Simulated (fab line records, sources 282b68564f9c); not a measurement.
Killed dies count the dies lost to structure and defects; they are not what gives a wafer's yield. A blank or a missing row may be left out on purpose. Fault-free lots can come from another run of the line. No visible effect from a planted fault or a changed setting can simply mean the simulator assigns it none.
Split-lot study / flow rit cmos / route with 202 steps; 5 lots, 23 wafers read

== THE SPLIT ==
At RIT_PSD_IMPLANT_08, the setting dose cm2 was moved away from the recipe's 5e+15 on 8 of the 23 wafers read, by -7.3% to +6.7%. For the rest of the wafers, this setting stayed at what the recipe calls for.

== FROM THE SPLIT TO THE READING: what the file shows between them, 3 steps ==
- RIT_PSD_STRIP_09: strips in O2, time 180 s
- RIT_SDANNEAL_CLEAN_02: cleans in SC2, time 600 s
- RIT_SDANNEAL_RTA_03: time 5 s

== THE READING ==
PSD_RS (ohm/sq), read at RIT_SDANNEAL_RS_MEAS_04 with a four-point probe. Fault-free wafers of this fab line usually give 116.05 ohm/sq, standard deviation 0.24 ohm/sq.

wafer=L075.1; tool, chamber at the split=implanter-03, 0; dose cm2 as run=4.634e+15; against the recipe=-7.3%; PSD_RS, ohm/sq=116.83; against lot-mates on the recipe=+1.09
wafer=L075.2; tool, chamber at the split=implanter-03, 0; dose cm2 as run=5e+15; against the recipe=recipe; PSD_RS, ohm/sq=115.88; against lot-mates on the recipe=-
wafer=L075.3; tool, chamber at the split=implanter-03, 0; dose cm2 as run=4.634e+15; against the recipe=-7.3%; PSD_RS, ohm/sq=116.67; against lot-mates on the recipe=+0.93
wafer=L075.4; tool, chamber at the split=implanter-03, 0; dose cm2 as run=5e+15; against the recipe=recipe; PSD_RS, ohm/sq=115.72; against lot-mates on the recipe=-
wafer=L075.5; tool, chamber at the split=implanter-03, 0; dose cm2 as run=5e+15; against the recipe=recipe; PSD_RS, ohm/sq=115.61; against lot-mates on the recipe=-
wafer=L076.1; tool, chamber at the split=implanter-03, 0; dose cm2 as run=5.334e+15; against the recipe=+6.7%; PSD_RS, ohm/sq=115.17; against lot-mates on the recipe=-0.82
wafer=L076.3; tool, chamber at the split=implanter-03, 0; dose cm2 as run=5e+15; against the recipe=recipe; PSD_RS, ohm/sq=116.35; against lot-mates on the recipe=-
wafer=L076.4; tool, chamber at the split=implanter-03, 0; dose cm2 as run=5e+15; against the recipe=recipe; PSD_RS, ohm/sq=115.74; against lot-mates on the recipe=-
wafer=L076.5; tool, chamber at the split=implanter-03, 0; dose cm2 as run=5.334e+15; against the recipe=+6.7%; PSD_RS, ohm/sq=115.15; against lot-mates on the recipe=-0.84
wafer=L076.6; tool, chamber at the split=implanter-03, 0; dose cm2 as run=5e+15; against the recipe=recipe; PSD_RS, ohm/sq=115.89; against lot-mates on the recipe=-
wafer=L079.1; tool, chamber at the split=implanter-02, 0; dose cm2 as run=5e+15; against the recipe=recipe; PSD_RS, ohm/sq=116.28; against lot-mates on the recipe=-
wafer=L079.3; tool, chamber at the split=implanter-02, 0; dose cm2 as run=5e+15; against the recipe=recipe; PSD_RS, ohm/sq=116.14; against lot-mates on the recipe=-
wafer=L079.4; tool, chamber at the split=implanter-02, 0; dose cm2 as run=5e+15; against the recipe=recipe; PSD_RS, ohm/sq=116.43; against lot-mates on the recipe=-
wafer=L079.5; tool, chamber at the split=implanter-02, 0; dose cm2 as run=5.104e+15; against the recipe=+2.1%; PSD_RS, ohm/sq=116.24; against lot-mates on the recipe=-0.04
wafer=L079.6; tool, chamber at the split=implanter-02, 0; dose cm2 as run=5.104e+15; against the recipe=+2.1%; PSD_RS, ohm/sq=115.94; against lot-mates on the recipe=-0.34
wafer=L080.3; tool, chamber at the split=implanter-02, 0; dose cm2 as run=5e+15; against the recipe=recipe; PSD_RS, ohm/sq=115.80; against lot-mates on the recipe=-
wafer=L080.4; tool, chamber at the split=implanter-02, 0; dose cm2 as run=5e+15; against the recipe=recipe; PSD_RS, ohm/sq=116.10; against lot-mates on the recipe=-
wafer=L080.6; tool, chamber at the split=implanter-02, 0; dose cm2 as run=5e+15; against the recipe=recipe; PSD_RS, ohm/sq=116.05; against lot-mates on the recipe=-
wafer=L083.1; tool, chamber at the split=implanter-02, 0; dose cm2 as run=5e+15; against the recipe=recipe; PSD_RS, ohm/sq=116.13; against lot-mates on the recipe=-
wafer=L083.3; tool, chamber at the split=implanter-02, 0; dose cm2 as run=5e+15; against the recipe=recipe; PSD_RS, ohm/sq=115.86; against lot-mates on the recipe=-
wafer=L083.4; tool, chamber at the split=implanter-02, 0; dose cm2 as run=4.655e+15; against the recipe=-6.9%; PSD_RS, ohm/sq=116.69; against lot-mates on the recipe=+0.67
wafer=L083.5; tool, chamber at the split=implanter-02, 0; dose cm2 as run=5e+15; against the recipe=recipe; PSD_RS, ohm/sq=116.06; against lot-mates on the recipe=-
wafer=L083.6; tool, chamber at the split=implanter-02, 0; dose cm2 as run=4.655e+15; against the recipe=-6.9%; PSD_RS, ohm/sq=117.04; against lot-mates on the recipe=+1.02

FIT RESULTS
A straight line over all 23 wafers: PSD_RS changes by -0.112 ohm/sq for each +1% of dose cm2; r = -0.87; the points scatter about the line by 0.24 ohm/sq.
The same after taking each lot's own level away (the mean of its wafers on the recipe; 23 wafers): -0.128 ohm/sq for each +1%; r = -0.95; scatter 0.16 ohm/sq.
The reading moves by 0.93 ohm/sq for the largest change in dose cm2, on that fit.
The span of the lots' own levels, 115.737 to 116.283 ohm/sq, comes to 2.3 times the standard deviation stated above.
In other words, the slope is changed by the lot-to-lot level; the two fits disagree.
Check: +0.91 ohm/sq against its lot-mates is what the line predicts for one of the wafers moved furthest among these (-7.3%) when that wafer is left out of the fit. Against them it came out at +1.09 ohm/sq.

== THESE WAFERS: OTHER SPLITS ==
These wafers also went through other splits before the reading. Each is held against what the fit with the lots' levels taken away leaves over:
other split on the same wafers=RIT_GATE_DEVELOP_15 develop time s; wafers away from the commonest value=10; r with PSD_RS (lot level and that fit taken away)=-0.05
other split on the same wafers=RIT_NLDD_IMPLANT_08 energy kev; wafers away from the commonest value=8; r with PSD_RS (lot level and that fit taken away)=-0.11
other split on the same wafers=RIT_PLDD_HARDBAKE_07 temp c; wafers away from the commonest value=10; r with PSD_RS (lot level and that fit taken away)=-0.36
other split on the same wafers=RIT_NSD_COAT_01 spin rpm; wafers away from the commonest value=7; r with PSD_RS (lot level and that fit taken away)=-0.07
other split on the same wafers=RIT_NSD_IMPLANT_08 energy kev; wafers away from the commonest value=11; r with PSD_RS (lot level and that fit taken away)=+0.19

== THE FILE'S OWN FIT ==
PSD_RS changes by -0.128 ohm/sq for each +1% of dose cm2, r = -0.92.
